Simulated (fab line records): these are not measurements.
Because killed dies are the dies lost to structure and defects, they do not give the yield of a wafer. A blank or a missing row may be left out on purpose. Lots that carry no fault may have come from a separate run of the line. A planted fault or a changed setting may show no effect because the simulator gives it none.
fab line records / flow rit-cmos
[record] lots = 15 wafers = 45 last-day = 7
route steps=202 shown PSD@150 M1@202
lots untouched by any fault: they come from a run of this same line in which no faults occurred
start-h: hours from the record's first day to the start of the lot's first wafer shown / wait-h: how many hours have passed since the lot's step before this one / " unchanged from the row above / L1.1+2: one row covering several wafers at once / - no value present, or no start provided / * or withheld: withheld / < > ~ a bound
route shown NAME@n: names a module that has steps shown in the file, with the first one's number in the route / usual: mean and standard deviation over wafers with no fault / same: alike in all rows / chamber/n: place in a boat / sites: each site's reading / _std_site: how widely they spread, as a standard deviation / _edge_site: mean of outer sites minus mean of inner sites / radius-mm: how far each site lies from the wafer's centre / mask NAME#n: copy n / behind: the tool/chamber that last shaped the wafer / hold: why the lot was held/for how many hours/how that ended / device: the transistor (n, p or np) that didn't switch / end of line: tests run on the same wafers once the route is complete / step lacking rows: just its recipe / killed: the dies lost at the first sort to structure and to defects; this is not the yield of the wafer / map: shows each die of a wafer: x if killed, . if not, _ if none is there
set.NAME: the run value of the setting; set.NAME@STEP: its run value at that earlier step / model.NAME: the simulator's own value behind a step, which no gauge read
route steps across a sampled set of lots; one table per step, one row per wafer
services: a tool's chamber out of use, with start hour (start-h, from the record's first day; less than 0 if before it), hours out, and reason
[[steps]]
[step RIT_PSD_IMPLANT_08]
[recipe] species = BF2 energy-kev = 27 dose-cm2 = 5e+15 tilt-deg = 7
[usual] beam-on-s = 12.9/0.93 dose-ions-cm2 = 4.999e+15/5.8e+12 faraday-current-uA = 11972/820
lot.wafer=L461.1 tool=implanter-02 chamber=0 start-h=51.19 wait-h=0.1 beam-on-s=14.4 dose-ions-cm2=5.004e+15 faraday-current-uA=10681
lot.wafer=L461.3 tool=implanter-02 chamber=0 start-h=51.19 wait-h=0.1 beam-on-s=13.7 dose-ions-cm2=5.003e+15 faraday-current-uA=11134
lot.wafer=L461.4 tool=implanter-02 chamber=0 start-h=51.19 wait-h=0.1 beam-on-s=13.8 dose-ions-cm2=4.993e+15 faraday-current-uA=11178
lot.wafer=L462.2 tool=implanter-03 chamber=0 start-h=56.75 wait-h=0.1 beam-on-s=12.5 dose-ions-cm2=4.992e+15 faraday-current-uA=12299
lot.wafer=L462.4 tool=implanter-03 chamber=0 start-h=56.75 wait-h=0.1 beam-on-s=12.5 dose-ions-cm2=4.996e+15 faraday-current-uA=12224
lot.wafer=L462.5 tool=implanter-03 chamber=0 start-h=56.75 wait-h=0.1 beam-on-s=12.8 dose-ions-cm2=4.992e+15 faraday-current-uA=12031
lot.wafer=L463.1 tool=implanter-04 chamber=0 start-h=61.18 wait-h=0.1 beam-on-s=11.9 dose-ions-cm2=4.996e+15 faraday-current-uA=12950
lot.wafer=L463.3 tool=implanter-04 chamber=0 start-h=61.18 wait-h=0.1 beam-on-s=11.9 dose-ions-cm2=5.001e+15 faraday-current-uA=12895
lot.wafer=L463.6 tool=implanter-04 chamber=0 start-h=61.18 wait-h=0.1 beam-on-s=11.8 dose-ions-cm2=4.988e+15 faraday-current-uA=12948
lot.wafer=L464.3 tool=implanter-04 chamber=0 start-h=68.69 wait-h=0.1 beam-on-s=11.9 dose-ions-cm2=5.003e+15 faraday-current-uA=12946
lot.wafer=L464.4 tool=implanter-04 chamber=0 start-h=68.69 wait-h=0.1 beam-on-s=12.3 dose-ions-cm2=5.002e+15 faraday-current-uA=12459
lot.wafer=L464.6 tool=implanter-04 chamber=0 start-h=68.69 wait-h=0.1 beam-on-s=11.5 dose-ions-cm2=4.998e+15 faraday-current-uA=13232
lot.wafer=L465.1 tool=implanter-04 chamber=0 start-h=71.38 wait-h=0.1 beam-on-s=12.0 dose-ions-cm2=5e+15 faraday-current-uA=12803
lot.wafer=L465.4 tool=implanter-04 chamber=0 start-h=71.38 wait-h=0.1 beam-on-s=11.9 dose-ions-cm2=4.996e+15 faraday-current-uA=12834
lot.wafer=L465.5 tool=implanter-04 chamber=0 start-h=71.38 wait-h=0.1 beam-on-s=11.9 dose-ions-cm2=4.994e+15 faraday-current-uA=12798
lot.wafer=L466.2 tool=implanter-02 chamber=0 start-h=75.13 wait-h=0.1 beam-on-s=14.1 dose-ions-cm2=4.994e+15 faraday-current-uA=10950
lot.wafer=L466.3 tool=implanter-02 chamber=0 start-h=75.13 wait-h=0.1 beam-on-s=13.7 dose-ions-cm2=4.996e+15 faraday-current-uA=11198
lot.wafer=L466.5 tool=implanter-02 chamber=0 start-h=75.13 wait-h=0.1 beam-on-s=14.3 dose-ions-cm2=4.991e+15 faraday-current-uA=10782
lot.wafer=L469.4 tool=implanter-02 chamber=0 start-h=93.16 wait-h=0.1 beam-on-s=14.3 dose-ions-cm2=5.003e+15 faraday-current-uA=10825
lot.wafer=L469.5 tool=implanter-02 chamber=0 start-h=93.16 wait-h=0.1 beam-on-s=14.2 dose-ions-cm2=5.005e+15 faraday-current-uA=10838
lot.wafer=L469.6 tool=implanter-02 chamber=0 start-h=93.16 wait-h=0.1 beam-on-s=14.0 dose-ions-cm2=5e+15 faraday-current-uA=11048
lot.wafer=L471.2 tool=implanter-04 chamber=0 start-h=101.28 wait-h=0.1 beam-on-s=12.0 dose-ions-cm2=4.995e+15 faraday-current-uA=12784
lot.wafer=L471.3 tool=implanter-04 chamber=0 start-h=101.28 wait-h=0.1 beam-on-s=11.7 dose-ions-cm2=5.003e+15 faraday-current-uA=13006
lot.wafer=L471.4 tool=implanter-04 chamber=0 start-h=101.28 wait-h=0.1 beam-on-s=11.7 dose-ions-cm2=4.998e+15 faraday-current-uA=13075
lot.wafer=L472.2 tool=implanter-02 chamber=0 start-h=108.33 wait-h=0.1 beam-on-s=9.7 dose-ions-cm2=2.807e+15 faraday-current-uA=8902
lot.wafer=L472.5 tool=implanter-02 chamber=0 start-h=108.33 wait-h=0.1 beam-on-s=9.9 dose-ions-cm2=2.805e+15 faraday-current-uA=8719
lot.wafer=L472.6 tool=implanter-02 chamber=0 start-h=108.33 wait-h=0.1 beam-on-s=10.0 dose-ions-cm2=2.809e+15 faraday-current-uA=8685
lot.wafer=L474.2 tool=implanter-02 chamber=0 start-h=117.72 wait-h=0.1 beam-on-s=10.1 dose-ions-cm2=2.813e+15 faraday-current-uA=8565
lot.wafer=L474.3 tool=implanter-02 chamber=0 start-h=117.72 wait-h=0.1 beam-on-s=9.9 dose-ions-cm2=2.819e+15 faraday-current-uA=8729
lot.wafer=L474.4 tool=implanter-02 chamber=0 start-h=117.72 wait-h=0.1 beam-on-s=9.8 dose-ions-cm2=2.808e+15 faraday-current-uA=8850
lot.wafer=L476.1 tool=implanter-02 chamber=0 start-h=127.60 wait-h=0.1 beam-on-s=10.1 dose-ions-cm2=2.808e+15 faraday-current-uA=8542
lot.wafer=L476.3 tool=implanter-02 chamber=0 start-h=127.60 wait-h=0.1 beam-on-s=10.1 dose-ions-cm2=2.805e+15 faraday-current-uA=8582
lot.wafer=L476.5 tool=implanter-02 chamber=0 start-h=127.60 wait-h=0.1 beam-on-s=10.1 dose-ions-cm2=2.81e+15 faraday-current-uA=8519
lot.wafer=L477.1 tool=implanter-04 chamber=0 start-h=134.79 wait-h=0.1 beam-on-s=12.1 dose-ions-cm2=5.001e+15 faraday-current-uA=12718
lot.wafer=L477.4 tool=implanter-04 chamber=0 start-h=134.79 wait-h=0.1 beam-on-s=11.6 dose-ions-cm2=4.995e+15 faraday-current-uA=13205
lot.wafer=L477.5 tool=implanter-04 chamber=0 start-h=134.79 wait-h=0.1 beam-on-s=11.8 dose-ions-cm2=5e+15 faraday-current-uA=12950
lot.wafer=L478.1 tool=implanter-03 chamber=0 start-h=139.61 wait-h=0.1 beam-on-s=12.7 dose-ions-cm2=5.006e+15 faraday-current-uA=12059
lot.wafer=L478.4 tool=implanter-03 chamber=0 start-h=139.61 wait-h=0.1 beam-on-s=12.7 dose-ions-cm2=5.007e+15 faraday-current-uA=12090
lot.wafer=L478.6 tool=implanter-03 chamber=0 start-h=139.61 wait-h=0.1 beam-on-s=12.7 dose-ions-cm2=4.993e+15 faraday-current-uA=12056
lot.wafer=L483.2 tool=implanter-03 chamber=0 start-h=161.92 wait-h=0.1 beam-on-s=12.6 dose-ions-cm2=4.996e+15 faraday-current-uA=12129
lot.wafer=L483.3 tool=implanter-03 chamber=0 start-h=161.92 wait-h=0.1 beam-on-s=12.6 dose-ions-cm2=4.992e+15 faraday-current-uA=12162
lot.wafer=L483.5 tool=implanter-03 chamber=0 start-h=161.92 wait-h=0.1 beam-on-s=12.8 dose-ions-cm2=4.984e+15 faraday-current-uA=12037
lot.wafer=L484.2 tool=implanter-03 chamber=0 start-h=169.29 wait-h=0.1 beam-on-s=12.5 dose-ions-cm2=5.006e+15 faraday-current-uA=12284
lot.wafer=L484.5 tool=implanter-03 chamber=0 start-h=169.29 wait-h=0.1 beam-on-s=12.7 dose-ions-cm2=4.998e+15 faraday-current-uA=12157
lot.wafer=L484.6 tool=implanter-03 chamber=0 start-h=169.29 wait-h=0.1 beam-on-s=12.4 dose-ions-cm2=4.993e+15 faraday-current-uA=12323
[step RIT_PSD_TW_MEAS_10]
[usual] PSD_TW = 3436/26
lot.wafer=L461.1 tool=film-metro-04 chamber=- start-h=51.51 wait-h=0.1 hold=- PSD_TW=3465
lot.wafer=L461.3 tool=film-metro-04 chamber=- start-h=51.51 wait-h=0.1 hold=- PSD_TW=3454
lot.wafer=L461.4 tool=film-metro-04 chamber=- start-h=51.51 wait-h=0.1 hold=- PSD_TW=3453
lot.wafer=L462.2 tool=film-metro-03 chamber=- start-h=57.06 wait-h=0.1 hold=- PSD_TW=3437
lot.wafer=L462.4 tool=film-metro-03 chamber=- start-h=57.06 wait-h=0.1 hold=- PSD_TW=3448
lot.wafer=L462.5 tool=film-metro-03 chamber=- start-h=57.06 wait-h=0.1 hold=- PSD_TW=3434
lot.wafer=L463.1 tool=film-metro-04 chamber=- start-h=61.51 wait-h=0.1 hold=- PSD_TW=3469
lot.wafer=L463.3 tool=film-metro-04 chamber=- start-h=61.51 wait-h=0.1 hold=- PSD_TW=3441
lot.wafer=L463.6 tool=film-metro-04 chamber=- start-h=61.51 wait-h=0.1 hold=- PSD_TW=3460
lot.wafer=L464.3 tool=film-metro-04 chamber=- start-h=68.99 wait-h=0.1 hold=- PSD_TW=3445
lot.wafer=L464.4 tool=film-metro-04 chamber=- start-h=68.99 wait-h=0.1 hold=- PSD_TW=3439
lot.wafer=L464.6 tool=film-metro-04 chamber=- start-h=68.99 wait-h=0.1 hold=- PSD_TW=3454
lot.wafer=L465.1 tool=film-metro-04 chamber=- start-h=71.71 wait-h=0.1 hold=- PSD_TW=3455
lot.wafer=L465.4 tool=film-metro-04 chamber=- start-h=71.71 wait-h=0.1 hold=- PSD_TW=3441
lot.wafer=L465.5 tool=film-metro-04 chamber=- start-h=71.71 wait-h=0.1 hold=- PSD_TW=3456
lot.wafer=L466.2 tool=film-metro-03 chamber=- start-h=75.44 wait-h=0.1 hold=- PSD_TW=3440
lot.wafer=L466.3 tool=film-metro-03 chamber=- start-h=75.44 wait-h=0.1 hold=- PSD_TW=3456
lot.wafer=L466.5 tool=film-metro-03 chamber=- start-h=75.44 wait-h=0.1 hold=- PSD_TW=3459
lot.wafer=L469.4 tool=film-metro-03 chamber=- start-h=93.44 wait-h=0.1 hold=- PSD_TW=3449
lot.wafer=L469.5 tool=film-metro-03 chamber=- start-h=93.44 wait-h=0.1 hold=- PSD_TW=3440
lot.wafer=L469.6 tool=film-metro-03 chamber=- start-h=93.44 wait-h=0.1 hold=- PSD_TW=3446
lot.wafer=L471.2 tool=film-metro-01 chamber=- start-h=101.59 wait-h=0.1 hold=- PSD_TW=3397
lot.wafer=L471.3 tool=film-metro-01 chamber=- start-h=101.59 wait-h=0.1 hold=- PSD_TW=3403
lot.wafer=L471.4 tool=film-metro-01 chamber=- start-h=101.59 wait-h=0.1 hold=- PSD_TW=3407
lot.wafer=L472.2 tool=film-metro-04 chamber=- start-h=108.64 wait-h=0.1 hold=await-dispo/0.2h/release PSD_TW=3230
lot.wafer=L472.5 tool=film-metro-04 chamber=- start-h=108.64 wait-h=0.1 hold=await-dispo/0.2h/release PSD_TW=3245
lot.wafer=L472.6 tool=film-metro-04 chamber=- start-h=108.64 wait-h=0.1 hold=await-dispo/0.2h/release PSD_TW=3237
lot.wafer=L472.2 tool=film-metro-04 chamber=- start-h=108.87 wait-h=0.2 hold=- PSD_TW=3256
lot.wafer=L472.5 tool=film-metro-04 chamber=- start-h=108.87 wait-h=0.2 hold=- PSD_TW=3254
lot.wafer=L472.6 tool=film-metro-04 chamber=- start-h=108.87 wait-h=0.2 hold=- PSD_TW=3251
lot.wafer=L474.2 tool=film-metro-03 chamber=- start-h=118.03 wait-h=0.1 hold=await-dispo/0.2h/release PSD_TW=3232
lot.wafer=L474.3 tool=film-metro-03 chamber=- start-h=118.03 wait-h=0.1 hold=await-dispo/0.2h/release PSD_TW=3214
lot.wafer=L474.4 tool=film-metro-03 chamber=- start-h=118.03 wait-h=0.1 hold=await-dispo/0.2h/release PSD_TW=3226
lot.wafer=L474.2 tool=film-metro-03 chamber=- start-h=118.26 wait-h=0.2 hold=- PSD_TW=3235
lot.wafer=L474.3 tool=film-metro-03 chamber=- start-h=118.26 wait-h=0.2 hold=- PSD_TW=3234
lot.wafer=L474.4 tool=film-metro-03 chamber=- start-h=118.26 wait-h=0.2 hold=- PSD_TW=3230
lot.wafer=L476.1 tool=film-metro-03 chamber=- start-h=127.93 wait-h=0.1 hold=await-dispo/0.2h/release PSD_TW=3200
lot.wafer=L476.3 tool=film-metro-03 chamber=- start-h=127.93 wait-h=0.1 hold=await-dispo/0.2h/release PSD_TW=3198
lot.wafer=L476.5 tool=film-metro-03 chamber=- start-h=127.93 wait-h=0.1 hold=await-dispo/0.2h/release PSD_TW=3206
lot.wafer=L476.1 tool=film-metro-03 chamber=- start-h=128.16 wait-h=0.2 hold=- PSD_TW=3213
lot.wafer=L476.3 tool=film-metro-03 chamber=- start-h=128.16 wait-h=0.2 hold=- PSD_TW=3213
lot.wafer=L476.5 tool=film-metro-03 chamber=- start-h=128.16 wait-h=0.2 hold=- PSD_TW=3197
lot.wafer=L477.1 tool=film-metro-04 chamber=- start-h=135.11 wait-h=0.1 hold=- PSD_TW=3454
lot.wafer=L477.4 tool=film-metro-04 chamber=- start-h=135.11 wait-h=0.1 hold=- PSD_TW=3445
lot.wafer=L477.5 tool=film-metro-04 chamber=- start-h=135.11 wait-h=0.1 hold=- PSD_TW=3453
lot.wafer=L478.1 tool=film-metro-04 chamber=- start-h=139.93 wait-h=0.1 hold=- PSD_TW=3446
lot.wafer=L478.4 tool=film-metro-04 chamber=- start-h=139.93 wait-h=0.1 hold=- PSD_TW=3444
lot.wafer=L478.6 tool=film-metro-04 chamber=- start-h=139.93 wait-h=0.1 hold=- PSD_TW=3460
lot.wafer=L483.2 tool=film-metro-03 chamber=- start-h=162.23 wait-h=0.1 hold=- PSD_TW=3429
lot.wafer=L483.3 tool=film-metro-03 chamber=- start-h=162.23 wait-h=0.1 hold=- PSD_TW=3441
lot.wafer=L483.5 tool=film-metro-03 chamber=- start-h=162.23 wait-h=0.1 hold=- PSD_TW=3426
lot.wafer=L484.2 tool=film-metro-03 chamber=- start-h=169.60 wait-h=0.1 hold=- PSD_TW=3442
lot.wafer=L484.5 tool=film-metro-03 chamber=- start-h=169.60 wait-h=0.1 hold=- PSD_TW=3447
lot.wafer=L484.6 tool=film-metro-03 chamber=- start-h=169.60 wait-h=0.1 hold=- PSD_TW=3432
[step RIT_SDANNEAL_RS_MEAS_04]
[recipe] thk-meas-gauge = four-point-probe
[usual] PSD_RS = 115.3/0.37
lot.wafer=L461.1 tool=film-metro-03 chamber=- start-h=52.02 wait-h=0.0 hold=- PSD_RS[ohm/sq]=115.3
lot.wafer=L461.3 tool=film-metro-03 chamber=- start-h=52.02 wait-h=0.0 hold=- PSD_RS[ohm/sq]=115.4
lot.wafer=L461.4 tool=film-metro-03 chamber=- start-h=52.02 wait-h=0.0 hold=- PSD_RS[ohm/sq]=115.7
lot.wafer=L462.2 tool=film-metro-04 chamber=- start-h=57.57 wait-h=0.1 hold=- PSD_RS[ohm/sq]=115.1
lot.wafer=L462.4 tool=film-metro-04 chamber=- start-h=57.57 wait-h=0.1 hold=- PSD_RS[ohm/sq]=114.7
lot.wafer=L462.5 tool=film-metro-04 chamber=- start-h=57.57 wait-h=0.1 hold=- PSD_RS[ohm/sq]=114.6
lot.wafer=L463.1 tool=film-metro-04 chamber=- start-h=62.02 wait-h=0.0 hold=- PSD_RS[ohm/sq]=114.6
lot.wafer=L463.3 tool=film-metro-04 chamber=- start-h=62.02 wait-h=0.0 hold=- PSD_RS[ohm/sq]=115.1
lot.wafer=L463.6 tool=film-metro-04 chamber=- start-h=62.02 wait-h=0.0 hold=- PSD_RS[ohm/sq]=114.9
lot.wafer=L464.3 tool=film-metro-01 chamber=- start-h=69.52 wait-h=0.1 hold=- PSD_RS[ohm/sq]=115.3
lot.wafer=L464.4 tool=film-metro-01 chamber=- start-h=69.52 wait-h=0.1 hold=- PSD_RS[ohm/sq]=115.1
lot.wafer=L464.6 tool=film-metro-01 chamber=- start-h=69.52 wait-h=0.1 hold=- PSD_RS[ohm/sq]=115.3
lot.wafer=L465.1 tool=film-metro-03 chamber=- start-h=72.25 wait-h=0.1 hold=- PSD_RS[ohm/sq]=115.0
lot.wafer=L465.4 tool=film-metro-03 chamber=- start-h=72.25 wait-h=0.1 hold=- PSD_RS[ohm/sq]=114.6
lot.wafer=L465.5 tool=film-metro-03 chamber=- start-h=72.25 wait-h=0.1 hold=- PSD_RS[ohm/sq]=114.8
lot.wafer=L466.2 tool=film-metro-03 chamber=- start-h=75.98 wait-h=0.1 hold=- PSD_RS[ohm/sq]=115.8
lot.wafer=L466.3 tool=film-metro-03 chamber=- start-h=75.98 wait-h=0.1 hold=- PSD_RS[ohm/sq]=115.9
lot.wafer=L466.5 tool=film-metro-03 chamber=- start-h=75.98 wait-h=0.1 hold=- PSD_RS[ohm/sq]=116.0
lot.wafer=L469.4 tool=film-metro-04 chamber=- start-h=94.31 wait-h=0.1 hold=- PSD_RS[ohm/sq]=114.6
lot.wafer=L469.5 tool=film-metro-04 chamber=- start-h=94.31 wait-h=0.1 hold=- PSD_RS[ohm/sq]=114.9
lot.wafer=L469.6 tool=film-metro-04 chamber=- start-h=94.31 wait-h=0.1 hold=- PSD_RS[ohm/sq]=115.0
lot.wafer=L471.2 tool=film-metro-03 chamber=- start-h=102.10 wait-h=0.1 hold=- PSD_RS[ohm/sq]=115.7
lot.wafer=L471.3 tool=film-metro-03 chamber=- start-h=102.10 wait-h=0.1 hold=- PSD_RS[ohm/sq]=115.4
lot.wafer=L471.4 tool=film-metro-03 chamber=- start-h=102.10 wait-h=0.1 hold=- PSD_RS[ohm/sq]=115.9
lot.wafer=L472.2 tool=film-metro-04 chamber=- start-h=114.21 wait-h=0.1 hold=await-dispo/0.2h/release PSD_RS[ohm/sq]=122.9
lot.wafer=L472.5 tool=film-metro-04 chamber=- start-h=114.21 wait-h=0.1 hold=await-dispo/0.2h/release PSD_RS[ohm/sq]=122.6
lot.wafer=L472.6 tool=film-metro-04 chamber=- start-h=114.21 wait-h=0.1 hold=await-dispo/0.2h/release PSD_RS[ohm/sq]=122.7
lot.wafer=L472.2 tool=film-metro-04 chamber=- start-h=114.61 wait-h=0.4 hold=- PSD_RS[ohm/sq]=122.8
lot.wafer=L472.5 tool=film-metro-04 chamber=- start-h=114.61 wait-h=0.4 hold=- PSD_RS[ohm/sq]=122.7
lot.wafer=L472.6 tool=film-metro-04 chamber=- start-h=114.61 wait-h=0.4 hold=- PSD_RS[ohm/sq]=122.6
lot.wafer=L474.2 tool=film-metro-04 chamber=- start-h=123.24 wait-h=0.1 hold=await-dispo/0.2h/release PSD_RS[ohm/sq]=122.6
lot.wafer=L474.3 tool=film-metro-04 chamber=- start-h=123.24 wait-h=0.1 hold=await-dispo/0.2h/release PSD_RS[ohm/sq]=122.4
lot.wafer=L474.4 tool=film-metro-04 chamber=- start-h=123.24 wait-h=0.1 hold=await-dispo/0.2h/release PSD_RS[ohm/sq]=122.3
lot.wafer=L474.2 tool=film-metro-04 chamber=- start-h=123.53 wait-h=0.3 hold=- PSD_RS[ohm/sq]=122.6
lot.wafer=L474.3 tool=film-metro-04 chamber=- start-h=123.53 wait-h=0.3 hold=- PSD_RS[ohm/sq]=122.5
lot.wafer=L474.4 tool=film-metro-04 chamber=- start-h=123.53 wait-h=0.3 hold=- PSD_RS[ohm/sq]=122.3
lot.wafer=L476.1 tool=film-metro-04 chamber=- start-h=131.72 wait-h=0.0 hold=await-dispo/0.2h/release PSD_RS[ohm/sq]=122.7
lot.wafer=L476.3 tool=film-metro-04 chamber=- start-h=131.72 wait-h=0.0 hold=await-dispo/0.2h/release PSD_RS[ohm/sq]=123.0
lot.wafer=L476.5 tool=film-metro-04 chamber=- start-h=131.72 wait-h=0.0 hold=await-dispo/0.2h/release PSD_RS[ohm/sq]=122.7
lot.wafer=L476.1 tool=film-metro-04 chamber=- start-h=132.00 wait-h=0.3 hold=- PSD_RS[ohm/sq]=122.7
lot.wafer=L476.3 tool=film-metro-04 chamber=- start-h=132.00 wait-h=0.3 hold=- PSD_RS[ohm/sq]=122.8
lot.wafer=L476.5 tool=film-metro-04 chamber=- start-h=132.00 wait-h=0.3 hold=- PSD_RS[ohm/sq]=122.8
lot.wafer=L477.1 tool=film-metro-01 chamber=- start-h=135.60 wait-h=0.0 hold=- PSD_RS[ohm/sq]=114.9
lot.wafer=L477.4 tool=film-metro-01 chamber=- start-h=135.60 wait-h=0.0 hold=- PSD_RS[ohm/sq]=114.7
lot.wafer=L477.5 tool=film-metro-01 chamber=- start-h=135.60 wait-h=0.0 hold=- PSD_RS[ohm/sq]=114.9
lot.wafer=L478.1 tool=film-metro-04 chamber=- start-h=140.42 wait-h=0.0 hold=- PSD_RS[ohm/sq]=115.0
lot.wafer=L478.4 tool=film-metro-04 chamber=- start-h=140.42 wait-h=0.0 hold=- PSD_RS[ohm/sq]=115.0
lot.wafer=L478.6 tool=film-metro-04 chamber=- start-h=140.42 wait-h=0.0 hold=- PSD_RS[ohm/sq]=115.0
lot.wafer=L483.2 tool=film-metro-03 chamber=- start-h=162.73 wait-h=0.1 hold=- PSD_RS[ohm/sq]=115.0
lot.wafer=L483.3 tool=film-metro-03 chamber=- start-h=162.73 wait-h=0.1 hold=- PSD_RS[ohm/sq]=115.3
lot.wafer=L483.5 tool=film-metro-03 chamber=- start-h=162.73 wait-h=0.1 hold=- PSD_RS[ohm/sq]=114.8
lot.wafer=L484.2 tool=film-metro-03 chamber=- start-h=170.11 wait-h=0.1 hold=- PSD_RS[ohm/sq]=115.2
lot.wafer=L484.5 tool=film-metro-03 chamber=- start-h=170.11 wait-h=0.1 hold=- PSD_RS[ohm/sq]=115.4
lot.wafer=L484.6 tool=film-metro-03 chamber=- start-h=170.11 wait-h=0.1 hold=- PSD_RS[ohm/sq]=115.3
[step RIT_M1_PROBE_99]
[usual] killed_at_M0_to_M3 = 0.0/0.12 killed-at-contacts = 0.1/0.25 killed-at-front-end = 6.3/2.9 killed-dies = 6.4/2.8 killed-open = 3.3/2 killed-short = 3.1/2
[same] gross-dies = 264 killed_at_M4_up = 0 killed-at-back-side = 0 killed-at-other = 0
lot.wafer=L472.2 tool=prober-01 chamber=- start-h=129.06 wait-h=0.1 killed_at_M0_to_M3=0 killed-at-contacts=1 killed-at-front-end=9 killed-dies=10 killed-open=2 killed-short=8
lot.wafer=L472.5 tool=prober-01 chamber=- start-h=129.21 wait-h=0.2 killed_at_M0_to_M3=0 killed-at-contacts=0 killed-at-front-end=5 killed-dies=5 killed-open=3 killed-short=2
lot.wafer=L472.6 tool=prober-01 chamber=- start-h=129.26 wait-h=0.2 killed_at_M0_to_M3=0 killed-at-contacts=0 killed-at-front-end=7 killed-dies=7 killed-open=3 killed-short=4
lot.wafer=L474.2 tool=prober-01 chamber=- start-h=134.40 wait-h=0.1 killed_at_M0_to_M3=0 killed-at-contacts=0 killed-at-front-end=7 killed-dies=7 killed-open=3 killed-short=4
lot.wafer=L474.3 tool=prober-01 chamber=- start-h=134.45 wait-h=0.2 killed_at_M0_to_M3=0 killed-at-contacts=0 killed-at-front-end=1 killed-dies=1 killed-open=1 killed-short=0
lot.wafer=L474.4 tool=prober-01 chamber=- start-h=134.50 wait-h=0.2 killed_at_M0_to_M3=0 killed-at-contacts=0 killed-at-front-end=7 killed-dies=7 killed-open=4 killed-short=3
lot.wafer=L476.1 tool=prober-01 chamber=- start-h=142.74 wait-h=0.1 killed_at_M0_to_M3=0 killed-at-contacts=0 killed-at-front-end=2 killed-dies=2 killed-open=1 killed-short=1
lot.wafer=L476.3 tool=prober-01 chamber=- start-h=142.84 wait-h=0.2 killed_at_M0_to_M3=0 killed-at-contacts=1 killed-at-front-end=2 killed-dies=3 killed-open=1 killed-short=2
lot.wafer=L476.5 tool=prober-01 chamber=- start-h=142.94 wait-h=0.2 killed_at_M0_to_M3=0 killed-at-contacts=0 killed-at-front-end=3 killed-dies=3 killed-open=2 killed-short=1
// killed by level:class
L472.2 GATE:geometric-particle:short=2 SPACER:geometric-particle:short=2 FOX2:geometric-particle:short=1 REOX:geometric-particle:open=1 REOX:geometric-particle:short=1 SPACER:geometric-particle:open=1 SILICIDE:geometric-particle:short=1 CONTACT:geometric-particle:short=1
L472.5 FOX1:geometric-particle:short=2 FOX2:geometric-particle:open=1 GATE:geometric-particle:open=1 SILICIDE:geometric-particle:open=1
L472.6 SPACER:geometric-particle:open=2 SPACER:geometric-particle:short=2 FOX1:geometric-particle:short=1 GATE:geometric-particle:open=1 SILICIDE:geometric-particle:short=1
L474.2 FOX1:geometric-particle:short=1 FOX1:geometric-particle:open=1 GATE:geometric-particle:open=1 GATE:geometric-particle:short=1 SPACER:geometric-particle:short=1 SILICIDE:geometric-particle:short=1 SILICIDE:geometric-particle:open=1
L474.3 SILICIDE:geometric-particle:open=1
L474.4 FOX1:geometric-particle:short=3 FOX1:geometric-particle:open=3 SILICIDE:geometric-particle:open=1
L476.1 GATE:geometric-particle:open=1 GATE:geometric-particle:short=1
L476.3 FOX2:geometric-particle:short=1 SPACER:geometric-particle:short=1 CONTACT:geometric-particle:open=1
L476.5 GATE:geometric-particle:open=2 GATE:geometric-particle:short=1
[[services]]
tool=implanter-03 chamber=- start-h=32.28 hours=19.1 kind=pm
tool=implanter-03 chamber=- start-h=66.95 hours=4.5 kind=repair
tool=implanter-02 chamber=- start-h=97.60 hours=2.0 kind=repair
tool=implanter-03 chamber=- start-h=102.65 hours=3.2 kind=repair
tool=implanter-04 chamber=- start-h=151.89 hours=9.1 kind=repair
tool=implanter-04 chamber=- start-h=160.97 hours=3.7 kind=pm
tool=implanter-02 chamber=- start-h=161.30 hours=3.4 kind=repair
tool=implanter-02 chamber=- start-h=165.60 hours=2.9 kind=pm
[[key]]
[first-sign] step = RIT_PSD_IMPLANT_08 reading = dose-ions-cm2 direction = down sigmas = 99+ usual = 4.999e+15 struck = 2.809e+15
[effect] step = RIT_PSD_IMPLANT_08 reading = faraday-current-uA direction = down sigmas = 4 usual = 11972 struck = 8677
[effect] step = RIT_PSD_TW_MEAS_10 reading = visit direction = added
[effect] step = RIT_PSD_TW_MEAS_10 reading = PSD_TW direction = down sigmas = 8.3 usual = 3436 struck = 3221
[effect] step = RIT_SDANNEAL_RS_MEAS_04 reading = visit direction = added
[effect] step = RIT_SDANNEAL_RS_MEAS_04 reading = PSD_RS direction = up sigmas = 20 usual = 115.3 struck = 122.7
met-at RIT_PSD_IMPLANT_08
struck-lots L472,L474,L476
tester-left-out L472,L474,L476
onset-between 93.16 108.33
[fault] kind = process-parameter-drift tool = implanter-02 chamber = - onset-h = 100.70 steps = RIT_PSD_IMPLANT_08 channel = dose-cm2 offset = -2.193e+15 shape = step end-h = 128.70 acts-in = these-recipes-only stated = 5e+15
// tester-left-out: of these lots the tester's yield and bins aren't shown, on N5 and GAA mostly nor the transistor test; their killed dies are dies lost to structure and defects alone, not to doping, threshold or leakage, so they don't give the yield
